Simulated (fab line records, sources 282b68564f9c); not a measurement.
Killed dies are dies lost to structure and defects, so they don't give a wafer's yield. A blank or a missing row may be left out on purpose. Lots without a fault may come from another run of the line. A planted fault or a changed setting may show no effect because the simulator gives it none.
A struck lot beside a sound one | flow rit_cmos | 18 steps out of a route of 202
Sound: wafers L158.1, L158.3, L158.5. Struck: wafers L172.1, L172.4, L172.6. The cause comes at the end.
At each step with rows: each side's tool, then ch and its chambers, then its first start. Under that, the readings that differ: sound wafers | struck wafers | difference of the means | sigmas: that difference in standard deviations of wafers without a fault.
alike: readings whose means differ by less than 2 such deviations, and words and numbers that are the same on both sides. not compared: withheld readings, readings that some wafer has no value for, bounds like >300 that may hide the same value, and numbers for which the record gives no deviation and whose values overlap.
The two part at a step that has a row with sigmas, a row that says differs or no value, or rows on one side only. Numbers that don't overlap but have no deviation are shown without sigmas and don't part them. A reading that every wafer of one side lacks parts them only if that side has two wafers or more.

first, 5 steps without rows for these wafers: RIT_NLDD_COAT_01 (resist thk 1000 nm); RIT_NLDD_SOFTBAKE_02 (time 60 s); RIT_NLDD_EXPOSE_03 (exposes mask M7, target cd 40700 nm); RIT_NLDD_PEB_04; RIT_NLDD_DEVELOP_05 (develop time 50 s).
RIT_NLDD_OVL_MEAS_06:
  sound on overlay-02, day 3 11:08; struck on overlay-02, day 7 05:17
  alike: NLDD_OVL
then, 2 steps without rows for these wafers: RIT_NLDD_HARDBAKE_07 (time 60 s); RIT_NLDD_IMPLANT_08.
RIT_NLDD_STRIP_09: strips in O2, time 180 s.
  sound on plasma_asher-02 ch 0,1, day 3 11:29; struck on plasma_asher-02 ch 0,1, day 7 05:37
  alike: drypump_motor_current_A
  not compared: rf_hours_counter_h
RIT_NLDD_TW_MEAS_10:
  sound on film_metro-03, day 3 11:39; struck on film_metro-01, day 7 05:48
  reading | sound          | struck         | difference | sigmas
  NLDD_TW | 2554 2553 2551 | 2480 2485 2488 | -68        | -2
then, 2 steps without rows for these wafers: RIT_PLDD_HMDS_00 (prime time 60 s); RIT_PLDD_COAT_01 (resist thk 1000 nm).
RIT_PLDD_SOFTBAKE_02: time 60 s.
  sound on litho_track-03 ch 0, day 3 12:08; struck on litho_track-03 ch 0, day 7 06:10
  reading                  | sound             | struck            | difference | sigmas
  heater_power_total_W (W) | 34.62 34.51 34.58 | 30.78 30.87 30.85 | -3.74      | -76
  plate_temp_C (C)         | 89.96 90.06 89.98 | 83.03 83.04 83.21 | -6.91      | -58
then, 2 steps without rows for these wafers: RIT_PLDD_EXPOSE_03 (exposes mask M8, target cd 40900 nm); RIT_PLDD_PEB_04.
RIT_PLDD_DEVELOP_05: develop time 50 s.
  sound on litho_track-02 ch 0; struck on litho_track-04 ch 0
  reading                                   | sound            | struck         | difference | sigmas
  model.NOVOLAK_of_PLDD_COAT_01.thk_nm (nm) | 996.8 1000 999.8 | 1025 1025 1020 | +24        |
RIT_PLDD_OVL_MEAS_06:
  sound on overlay-02, day 3 12:49; struck on overlay-02, day 7 07:00
  alike: PLDD_OVL
RIT_M1_PROBE_99:
  the record has rows for the struck wafers here (prober-01, day 7 23:07) and none for the sound ones

WHERE THEY PART
First at RIT_NLDD_TW_MEAS_10; last, within this record, at RIT_M1_PROBE_99.

WHY: what the simulator had put in
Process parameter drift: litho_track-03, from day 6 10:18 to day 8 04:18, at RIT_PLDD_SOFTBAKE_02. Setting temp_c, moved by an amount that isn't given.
